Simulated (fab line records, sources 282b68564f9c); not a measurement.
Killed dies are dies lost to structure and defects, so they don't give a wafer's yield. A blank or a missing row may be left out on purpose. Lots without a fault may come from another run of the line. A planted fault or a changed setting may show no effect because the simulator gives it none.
fab line records | flow rit_cmos
record lots=6 wafers=18 last_day=7
route steps=202 shown NLDD@105 PLDD@114
lots that met no fault: from a run of the same line without faults
start_h: hours from the record's first day to the start of the lot's first wafer shown | wait_h: hours since the lot's step before | " the same as in the row above | L1.1+2: a row that stands for several wafers | - no value, or no start given | * or withheld: withheld | < > ~ a bound
route shown NAME@n: a module of which the file shows steps, and the number in the route of the first | usual: mean/standard deviation of fault-free wafers | same: alike in all rows | chamber/n: place in a boat | sites: the reading at each site | _std_site: their standard deviation | _edge_site: outer sites' mean less inner sites' | radius_mm: how far each site lies from the wafer's centre | mask NAME#n: copy n | behind: the tool/chamber that last shaped the wafer | hold: why the lot was held/for how many hours/how that ended | device: the transistor (n, p or np) that didn't switch | end of line: the same wafers' tests at the end of the route | a step without rows: its recipe alone | killed: dies lost to structure and defects at the first sort, not the wafer's yield | map: a wafer's dies, x killed, . not, _ none there
set.NAME: the setting as run; set.NAME@STEP: as run at that earlier step | model.NAME: the simulator's own value behind a step, which no gauge read
lots at some steps of the route; a table a step, a row a wafer
services: from which hour (start_h, from the record's first day; less than 0 if before it) a tool's chamber was out of use, for how many hours, and why
## steps
# step RIT_NLDD_SOFTBAKE_02
# recipe resist=NOVOLAK temp_c=90 time_s=60
# step RIT_NLDD_EXPOSE_03
# recipe mask_id=M7 na=0.57 target_cd_nm=40700 dose_mj=250
# step RIT_NLDD_PEB_04
# recipe resist=NOVOLAK temp_c=withheld time_s=withheld
# step RIT_NLDD_DEVELOP_05
# recipe resist=NOVOLAK develop_time_s=50 dev_temp_c=23
# step RIT_NLDD_OVL_MEAS_06
# usual NLDD_OVL=-0.4/1.3
# columns lot.wafer tool chamber start_h wait_h NLDD_OVL[nm]
L449.3 overlay-02 - 67.21 - 2.9
L449.5 " - " " 2.0
L449.6 " - " " 1.2
L453.3 overlay-02 - 86.68 - -1.4
L453.5 " - " " -2.2
L453.6 " - " " -2.1
L454.2 overlay-02 - 92.08 - 1.4
L454.3 " - " " 0.2
L454.5 " - " " 3.0
L455.2 overlay-02 - 98.23 - -1.5
L455.3 " - " " -1.3
L455.5 " - " " 0.2
L465.1 overlay-02 - 147.30 - 0.8
L465.2 " - " " 1.9
L465.3 " - " " 1.0
L466.1 overlay-01 - 151.41 - -1.4
L466.5 " - " " -1.8
L466.6 " - " " -0.1
# step RIT_NLDD_HARDBAKE_07
# recipe resist=NOVOLAK temp_c=140 time_s=60
# step RIT_NLDD_IMPLANT_08
# recipe species=P energy_kev=20 dose_cm2=5e+14 tilt_deg=7
# step RIT_NLDD_STRIP_09
# recipe chemistry=O2 time_s=180 resist=NOVOLAK platen_temp_c=withheld power_w=500 pressure_mtorr=4000 o2_flow_sccm=4000
# usual drypump_motor_current_A=6.0/0.59
# columns lot.wafer tool chamber start_h wait_h drypump_motor_current_A rf_hours_counter_h
L449.3 plasma_asher-02 0 67.78 0.1 6.1 -
L449.5 " 1 " " 6.6 -
L449.6 " 0 " " 6.1 -
L453.3 plasma_asher-04 1 87.19 0.1 5.2 -
L453.5 " 0 " " 6.3 -
L453.6 " 1 " " 5.2 -
L454.2 plasma_asher-02 1 92.41 0.1 6.6 29
L454.3 " 0 " " 6.1 -
L454.5 " 0 " " 6.1 -
L455.2 plasma_asher-04 0 98.56 0.1 6.3 49
L455.3 " 0 " " 6.3 -
L455.5 " 1 " " 5.2 -
L465.1 plasma_asher-04 0 147.64 0.1 6.3 3
L465.2 " 1 " " 5.1 3
L465.3 " 1 " " 5.1 -
L466.1 plasma_asher-04 0 151.75 0.1 6.3 4
L466.5 " 0 " " 6.3 -
L466.6 " 1 " " 5.2 -
# step RIT_NLDD_TW_MEAS_10
# usual NLDD_TW=2525/17
# columns lot.wafer tool chamber start_h wait_h NLDD_TW
L449.3 film_metro-03 - 67.92 0.1 2494
L449.5 " - " " 2507
L449.6 " - " " 2512
L453.3 film_metro-03 - 87.32 0.1 2501
L453.5 " - " " 2498
L453.6 " - " " 2500
L454.2 film_metro-03 - 92.60 0.1 2505
L454.3 " - " " 2494
L454.5 " - " " 2502
L455.2 film_metro-04 - 98.74 0.1 2559
L455.3 " - " " 2558
L455.5 " - " " 2561
L465.1 film_metro-02 - 147.81 0.1 2523
L465.2 " - " " 2543
L465.3 " - " " 2519
L466.1 film_metro-04 - 151.92 0.1 2530
L466.5 " - " " 2539
L466.6 " - " " 2539
# step RIT_PLDD_HMDS_00
# recipe prime_time_s=60 prime_temp_c=140
# step RIT_PLDD_COAT_01
# recipe resist=NOVOLAK spin_rpm=3250 resist_thk_nm=1000
# step RIT_PLDD_SOFTBAKE_02
# recipe resist=NOVOLAK temp_c=90 time_s=60
# step RIT_PLDD_EXPOSE_03
# recipe mask_id=M8 na=0.57 target_cd_nm=40900 dose_mj=250
# usual exposure_dose_mJ_cm2=250.06/0.22 focus_offset_nm=0.0/0.53
# columns lot.wafer tool chamber start_h wait_h mask exposure_dose_mJ_cm2 focus_offset_nm
L449.3 iline_stepper-02 0 68.45 0.1 M8#0 250.18 -0.3
L449.5 " 0 " " M8#0 250.16 -0.3
L449.6 " 0 " " M8#0 249.72 -0.1
L453.3 iline_stepper-02 0 87.85 0.1 M8#0 249.81 0.2
L453.5 " 0 " " M8#0 250.19 0.6
L453.6 " 0 " " M8#0 249.86 0.3
L454.2 iline_stepper-02 - 93.12 0.1 M8#0 - -
L454.3 " - " " M8#0 - -
L454.5 " - " " M8#0 - -
L455.2 iline_stepper-02 - 99.26 0.1 M8#0 - -
L455.3 " - " " M8#0 - -
L455.5 " - " " M8#0 - -
L465.1 iline_stepper-01 0 148.45 0.2 M8#0 250.11 0.2
L465.2 " 0 " " M8#0 249.83 0.6
L465.3 " 0 " " M8#0 250.08 0.3
L466.1 iline_stepper-02 0 152.58 0.2 M8#0 250.11 -0.3
L466.5 " 0 " " M8#0 250.24 -0.4
L466.6 " 0 " " M8#0 249.99 -0.2
# step RIT_PLDD_PEB_04
# recipe resist=NOVOLAK temp_c=withheld time_s=withheld
## services
# columns tool chamber start_h hours kind
iline_stepper-02 - 88.26 3.6 repair
iline_stepper-01 0 95.17 - calibration
plasma_asher-04 - 101.70 3.8 repair
plasma_asher-04 - 108.75 9.0 pm
plasma_asher-04 0 108.75 9.0 vent_cycle
plasma_asher-04 1 108.75 9.0 vent_cycle
iline_stepper-02 - 113.33 2.4 repair
plasma_asher-04 0 117.75 - clean
plasma_asher-04 1 117.75 - clean
iline_stepper-02 - 134.87 2.1 pm
iline_stepper-02 - 136.95 - consumable_replace:lamp
## key
first_sign step=RIT_PLDD_EXPOSE_03 reading=tool_record direction=missing
effect none on later readings
met_at RIT_PLDD_EXPOSE_03
struck_wafers L454.2,L454.3,L454.5,L455.2,L455.3,L455.5
sort_left_out L454.2,L454.3,L454.5,L455.2,L455.3,L455.5
tester_left_out L454,L455
onset_between 87.85 93.12
fault kind=skipped_step_whole tool=iline_stepper-02 chamber=- onset_h=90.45 steps=RIT_PLDD_EXPOSE_03 scope=struck_lots_only
# tester_left_out: of these lots the tester's yield and bins aren't shown, on N5 and GAA mostly nor the transistor test; their killed dies are dies lost to structure and defects alone, not to doping, threshold or leakage, so they don't give the yield
# sort_left_out: the simulated sort isn't trusted on such a fault, so these wafers' sort isn't shown, and their yield isn't known
